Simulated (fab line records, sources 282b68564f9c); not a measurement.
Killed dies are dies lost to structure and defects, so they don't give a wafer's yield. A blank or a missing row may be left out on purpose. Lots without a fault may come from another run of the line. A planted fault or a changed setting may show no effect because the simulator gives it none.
fab line records | flow rit_cmos
record lots=14 wafers=42 last_day=7
route steps=202 shown WELLDRIVE@50 NWELL@51 PWELL@52
lots that met no fault: from a run of the same line without faults
start_h: hours from the record's first day to the start of the lot's first wafer shown | wait_h: hours since the lot's step before | " the same as in the row above | L1.1+2: a row that stands for several wafers | - no value, or no start given | * or withheld: withheld | < > ~ a bound
route shown NAME@n: a module of which the file shows steps, and the number in the route of the first | usual: mean/standard deviation of fault-free wafers | same: alike in all rows | chamber/n: place in a boat | sites: the reading at each site | _std_site: their standard deviation | _edge_site: outer sites' mean less inner sites' | radius_mm: how far each site lies from the wafer's centre | mask NAME#n: copy n | behind: the tool/chamber that last shaped the wafer | hold: why the lot was held/for how many hours/how that ended | device: the transistor (n, p or np) that didn't switch | end of line: the same wafers' tests at the end of the route | a step without rows: its recipe alone | killed: dies lost to structure and defects at the first sort, not the wafer's yield | map: a wafer's dies, x killed, . not, _ none there
set.NAME: the setting as run; set.NAME@STEP: as run at that earlier step | model.NAME: the simulator's own value behind a step, which no gauge read
steps of the route over a sample of lots; a table a step, a row a wafer
services: from which hour (start_h, from the record's first day; less than 0 if before it) a tool's chamber was out of use, for how many hours, and why
## steps
# step RIT_WELLDRIVE_ANNEAL_00
# recipe temp_c=1100 time_s=14700 ambient=N2
# usual run_length_s=18261/11 spike_tc_load_C=1128/4.9
# columns lot.wafer tool chamber start_h wait_h run_length_s spike_tc_load_C
L926.2 furnace-02 0 24.57 0.3 18255 1135
L926.3 " 0 " " 18255 1134
L926.4 " 0 " " 18255 1135
L928.3 furnace-03 0 32.80 0.0 18276 1122
L928.4 " 0 " " 18276 1123
L928.5 " 0 " " 18276 1122
L929.1 furnace-03 0 37.88 0.3 18287 1122
L929.2 " 0 " " 18287 1122
L929.6 " 0 " " 18287 1121
L930.1 furnace-04 0 43.93 0.1 18254 1127
L930.4 " 0 " " 18254 1129
L930.5 " 0 " " 18254 1127
L931.1 furnace-04 0 49.01 0.5 18251 1128
L931.2 " 0 " " 18251 1130
L931.6 " 0 " " 18251 1127
L932.1 furnace-04 0 55.42 0.1 18250 1126
L932.4 " 0 " " 18250 1127
L932.6 " 0 " " 18250 1127
L933.1 furnace-02 0 59.65 0.2 18252 1136
L933.3 " 0 " " 18252 1134
L933.6 " 0 " " 18252 1137
L934.1 furnace-04 0 63.18 0.1 18254 1127
L934.2 " 0 " " 18254 1128
L934.4 " 0 " " 18254 1126
L935.1 furnace-04 0 68.26 0.9 18262 1127
L935.3 " 0 " " 18262 1125
L935.6 " 0 " " 18262 1126
L936.1 furnace-03 0 72.98 0.3 18281 1122
L936.3 " 0 " " 18281 1121
L936.4 " 0 " " 18281 1122
L937.4 furnace-04 0 79.04 0.0 23403 1128
L937.5 " 0 " " 23403 1127
L937.6 " 0 " " 23403 1126
L939.2 furnace-02 0 89.02 0.1 18257 1133
L939.5 " 0 " " 18257 1134
L939.6 " 0 " " 18257 1134
L940.3 furnace-04 0 92.67 0.0 23403 1128
L940.4 " 0 " " 23403 1125
L940.5 " 0 " " 23403 1126
L949.1 furnace-02 0 140.47 0.1 18258 1134
L949.2 " 0 " " 18258 1134
L949.3 " 0 " " 18258 1135
# step RIT_WELLDRIVE_RS_MEAS_01
# recipe thk_meas_gauge=four-point-probe
# usual NWELL_RS=275.3/0.85
# columns lot.wafer tool chamber start_h wait_h NWELL_RS[ohm/sq]
L926.2 film_metro-04 - 29.67 0.0 275.7
L926.3 " - " " 276.3
L926.4 " - " " 276.2
L928.3 film_metro-02 - 37.92 0.0 274.3
L928.4 " - " " 275.8
L928.5 " - " " 275.2
L929.1 film_metro-04 - 42.96 0.0 275.0
L929.2 " - " " 275.7
L929.6 " - " " 275.4
L930.1 film_metro-02 - 49.01 0.0 274.6
L930.4 " - " " 274.6
L930.5 " - " " 275.1
L931.1 film_metro-02 - 54.10 0.0 275.3
L931.2 " - " " 275.8
L931.6 " - " " 275.9
L932.1 film_metro-02 - 60.50 0.0 275.4
L932.4 " - " " 275.6
L932.6 " - " " 275.9
L933.1 film_metro-01 - 64.73 0.0 275.9
L933.3 " - " " 275.3
L933.6 " - " " 276.3
L934.1 film_metro-01 - 68.26 0.0 274.3
L934.2 " - " " 274.1
L934.4 " - " " 274.5
L935.1 film_metro-04 - 73.35 0.0 275.8
L935.3 " - " " 274.3
L935.6 " - " " 275.6
L936.1 film_metro-01 - 78.06 0.0 275.0
L936.3 " - " " 274.6
L936.4 " - " " 274.9
L937.4 film_metro-01 - 84.18 0.1 262.0
L937.5 " - " " 261.5
L937.6 " - " " 262.4
L939.2 film_metro-02 - 94.13 0.0 275.2
L939.5 " - " " 275.1
L939.6 " - " " 275.5
L940.3 film_metro-02 - 97.79 0.0 260.3
L940.4 " - " " 259.8
L940.5 " - " " 259.9
L949.1 film_metro-02 - 145.55 0.0 276.1
L949.2 " - " " 276.3
L949.3 " - " " 276.4
# step RIT_WELLDRIVE_RS_MEAS_02
# recipe thk_meas_gauge=four-point-probe
# usual PWELL_RS=429.7/1.1
# columns lot.wafer tool chamber start_h wait_h PWELL_RS[ohm/sq]
L926.2 film_metro-04 - 29.79 0.1 432.4
L926.3 " - " " 431.0
L926.4 " - " " 431.7
L928.3 film_metro-02 - 38.04 0.1 430.5
L928.4 " - " " 429.9
L928.5 " - " " 430.6
L929.1 film_metro-04 - 43.08 0.1 430.0
L929.2 " - " " 430.2
L929.6 " - " " 429.3
L930.1 film_metro-02 - 49.13 0.1 428.3
L930.4 " - " " 428.4
L930.5 " - " " 430.2
L931.1 film_metro-02 - 54.22 0.1 429.7
L931.2 " - " " 430.1
L931.6 " - " " 431.7
L932.1 film_metro-02 - 60.62 0.1 429.0
L932.4 " - " " 428.5
L932.6 " - " " 429.3
L933.1 film_metro-01 - 64.85 0.1 430.8
L933.3 " - " " 429.7
L933.6 " - " " 429.7
L934.1 film_metro-01 - 68.38 0.1 431.1
L934.2 " - " " 430.5
L934.4 " - " " 431.0
L935.1 film_metro-04 - 73.47 0.1 429.2
L935.3 " - " " 430.4
L935.6 " - " " 429.5
L936.1 film_metro-01 - 78.18 0.1 428.2
L936.3 " - " " 429.6
L936.4 " - " " 429.9
L937.4 film_metro-01 - 84.30 0.1 411.8
L937.5 " - " " 411.0
L937.6 " - " " 414.0
L939.2 film_metro-02 - 94.25 0.1 430.8
L939.5 " - " " 430.1
L939.6 " - " " 429.8
L940.3 film_metro-02 - 97.91 0.1 413.2
L940.4 " - " " 412.6
L940.5 " - " " 413.8
L949.1 film_metro-02 - 145.67 0.1 428.6
L949.2 " - " " 428.6
L949.3 " - " " 428.6
## services
# columns tool chamber start_h hours kind
furnace-02 - 10.57 3.2 pm
furnace-03 - 131.14 3.7 pm
furnace-03 - 139.86 2.1 pm
## key
first_sign step=RIT_WELLDRIVE_ANNEAL_00 reading=run_length_s direction=up sigmas=99+ usual=* struck=*
effect step=RIT_WELLDRIVE_RS_MEAS_01 reading=NWELL_RS direction=down sigmas=17 usual=275.3 struck=261.0
effect step=RIT_WELLDRIVE_RS_MEAS_02 reading=PWELL_RS direction=down sigmas=16 usual=429.7 struck=412.7
met_at RIT_WELLDRIVE_ANNEAL_00
struck_lots L937,L940
tester_left_out L937,L940
onset_between 68.26 79.04
fault kind=process_parameter_drift tool=furnace-04 chamber=- onset_h=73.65 steps=RIT_WELLDRIVE_ANNEAL_00 channel=time_s offset=* shape=step end_h=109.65 acts_in=* stated=*
# tester_left_out: of these lots the tester's yield and bins aren't shown, on N5 and GAA mostly nor the transistor test; their killed dies are dies lost to structure and defects alone, not to doping, threshold or leakage, so they don't give the yield
